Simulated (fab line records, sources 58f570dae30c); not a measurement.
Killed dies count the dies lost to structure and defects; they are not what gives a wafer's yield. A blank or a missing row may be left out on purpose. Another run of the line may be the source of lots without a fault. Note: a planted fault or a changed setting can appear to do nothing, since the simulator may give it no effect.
Lot-split experiment :: flow berkeley-cmos170 :: 5 lots, 23 wafers read, on a route of 331 steps

## ABOUT THE SPLIT
At UCB170_CONTACT_CVD_01 (deposits PSG from SiH4/O2/PH3, target thk 700 nm, time 2820 s), the setting ph3-flow-sccm was moved away from the recipe's 25 sccm on 20 of the 23 wafers read, by -10.3% to +9.2%. The other wafers ran this setting at the recipe's value.

The reading comes from the split's own step.

## THE READING
PSG_of_CONTACT_CVD_01.thk-nm (the simulator's own value, which no gauge read), in nm, at UCB170_CONTACT_CVD_01 (deposits PSG from SiH4/O2/PH3, target thk 700 nm, time 2820 s). The file gives no usual value for it. Across the 3 wafers here that went through the recipe, the average is 702.7 nm and the standard deviation 2.5 nm.

wafer: L076.1
tool, chamber at the split: -, -
ph3-flow-sccm as run, sccm: 27.31
against the recipe: +9.2%
PSG_of_CONTACT_CVD_01.thk-nm, nm: 718.8
against lot-mates on the recipe: no lot-mate on the recipe

wafer: L076.2
tool, chamber at the split: -, -
ph3-flow-sccm as run, sccm: 27.31
against the recipe: +9.2%
PSG_of_CONTACT_CVD_01.thk-nm, nm: 712.6
against lot-mates on the recipe: no lot-mate on the recipe

wafer: L076.3
tool, chamber at the split: -, -
ph3-flow-sccm as run, sccm: 27.31
against the recipe: +9.2%
PSG_of_CONTACT_CVD_01.thk-nm, nm: 711.9
against lot-mates on the recipe: no lot-mate on the recipe

wafer: L076.4
tool, chamber at the split: -, -
ph3-flow-sccm as run, sccm: 27.31
against the recipe: +9.2%
PSG_of_CONTACT_CVD_01.thk-nm, nm: 719.1
against lot-mates on the recipe: no lot-mate on the recipe

wafer: L076.5
tool, chamber at the split: -, -
ph3-flow-sccm as run, sccm: 27.31
against the recipe: +9.2%
PSG_of_CONTACT_CVD_01.thk-nm, nm: 712.5
against lot-mates on the recipe: no lot-mate on the recipe

wafer: L082.1
tool, chamber at the split: -, -
ph3-flow-sccm as run, sccm: 26.31
against the recipe: +5.2%
PSG_of_CONTACT_CVD_01.thk-nm, nm: 708.7
against lot-mates on the recipe: no lot-mate on the recipe

wafer: L082.2
tool, chamber at the split: -, -
ph3-flow-sccm as run, sccm: 26.31
against the recipe: +5.2%
PSG_of_CONTACT_CVD_01.thk-nm, nm: 710.1
against lot-mates on the recipe: no lot-mate on the recipe

wafer: L082.3
tool, chamber at the split: -, -
ph3-flow-sccm as run, sccm: 26.31
against the recipe: +5.2%
PSG_of_CONTACT_CVD_01.thk-nm, nm: 712.6
against lot-mates on the recipe: no lot-mate on the recipe

wafer: L082.5
tool, chamber at the split: -, -
ph3-flow-sccm as run, sccm: 26.31
against the recipe: +5.2%
PSG_of_CONTACT_CVD_01.thk-nm, nm: 707.5
against lot-mates on the recipe: no lot-mate on the recipe

wafer: L082.6
tool, chamber at the split: -, -
ph3-flow-sccm as run, sccm: 26.31
against the recipe: +5.2%
PSG_of_CONTACT_CVD_01.thk-nm, nm: 706.3
against lot-mates on the recipe: no lot-mate on the recipe

wafer: L084.2
tool, chamber at the split: lpcvd-01, 1
ph3-flow-sccm as run, sccm: 25
against the recipe: recipe
PSG_of_CONTACT_CVD_01.thk-nm, nm: 705.5
against lot-mates on the recipe: -

wafer: L084.3
tool, chamber at the split: lpcvd-01, 1
ph3-flow-sccm as run, sccm: 25
against the recipe: recipe
PSG_of_CONTACT_CVD_01.thk-nm, nm: 699.4
against lot-mates on the recipe: -

wafer: L084.4
tool, chamber at the split: lpcvd-01, 1
ph3-flow-sccm as run, sccm: 25
against the recipe: recipe
PSG_of_CONTACT_CVD_01.thk-nm, nm: 703.2
against lot-mates on the recipe: -

wafer: L085.1
tool, chamber at the split: -, -
ph3-flow-sccm as run, sccm: 26.44
against the recipe: +5.8%
PSG_of_CONTACT_CVD_01.thk-nm, nm: 704.3
against lot-mates on the recipe: no lot-mate on the recipe

wafer: L085.3
tool, chamber at the split: -, -
ph3-flow-sccm as run, sccm: 26.44
against the recipe: +5.8%
PSG_of_CONTACT_CVD_01.thk-nm, nm: 710.3
against lot-mates on the recipe: no lot-mate on the recipe

wafer: L085.4
tool, chamber at the split: -, -
ph3-flow-sccm as run, sccm: 26.44
against the recipe: +5.8%
PSG_of_CONTACT_CVD_01.thk-nm, nm: 712.9
against lot-mates on the recipe: no lot-mate on the recipe

wafer: L085.5
tool, chamber at the split: -, -
ph3-flow-sccm as run, sccm: 26.44
against the recipe: +5.8%
PSG_of_CONTACT_CVD_01.thk-nm, nm: 711.3
against lot-mates on the recipe: no lot-mate on the recipe

wafer: L085.6
tool, chamber at the split: -, -
ph3-flow-sccm as run, sccm: 26.44
against the recipe: +5.8%
PSG_of_CONTACT_CVD_01.thk-nm, nm: 711.9
against lot-mates on the recipe: no lot-mate on the recipe

wafer: L083.1
tool, chamber at the split: -, -
ph3-flow-sccm as run, sccm: 22.42
against the recipe: -10.3%
PSG_of_CONTACT_CVD_01.thk-nm, nm: 697.1
against lot-mates on the recipe: no lot-mate on the recipe

wafer: L083.2
tool, chamber at the split: -, -
ph3-flow-sccm as run, sccm: 22.42
against the recipe: -10.3%
PSG_of_CONTACT_CVD_01.thk-nm, nm: 696.6
against lot-mates on the recipe: no lot-mate on the recipe

wafer: L083.3
tool, chamber at the split: -, -
ph3-flow-sccm as run, sccm: 22.42
against the recipe: -10.3%
PSG_of_CONTACT_CVD_01.thk-nm, nm: 696.3
against lot-mates on the recipe: no lot-mate on the recipe

wafer: L083.4
tool, chamber at the split: -, -
ph3-flow-sccm as run, sccm: 22.42
against the recipe: -10.3%
PSG_of_CONTACT_CVD_01.thk-nm, nm: 695.6
against lot-mates on the recipe: no lot-mate on the recipe

wafer: L083.6
tool, chamber at the split: -, -
ph3-flow-sccm as run, sccm: 22.42
against the recipe: -10.3%
PSG_of_CONTACT_CVD_01.thk-nm, nm: 695.1
against lot-mates on the recipe: no lot-mate on the recipe

FIT RESULTS
A straight line over all 23 wafers: PSG_of_CONTACT_CVD_01.thk-nm changes by +0.931 nm for each +1% of ph3-flow-sccm; r = +0.92; the points scatter about the line by 2.9 nm.
Too few moved wafers with a lot-mate on the recipe to fit a line net of each lot's own level.

## THE FILE'S OWN FIT
PSG_of_CONTACT_CVD_01.thk-nm changes by +0.932 nm for each +1% of ph3-flow-sccm, r = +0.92.
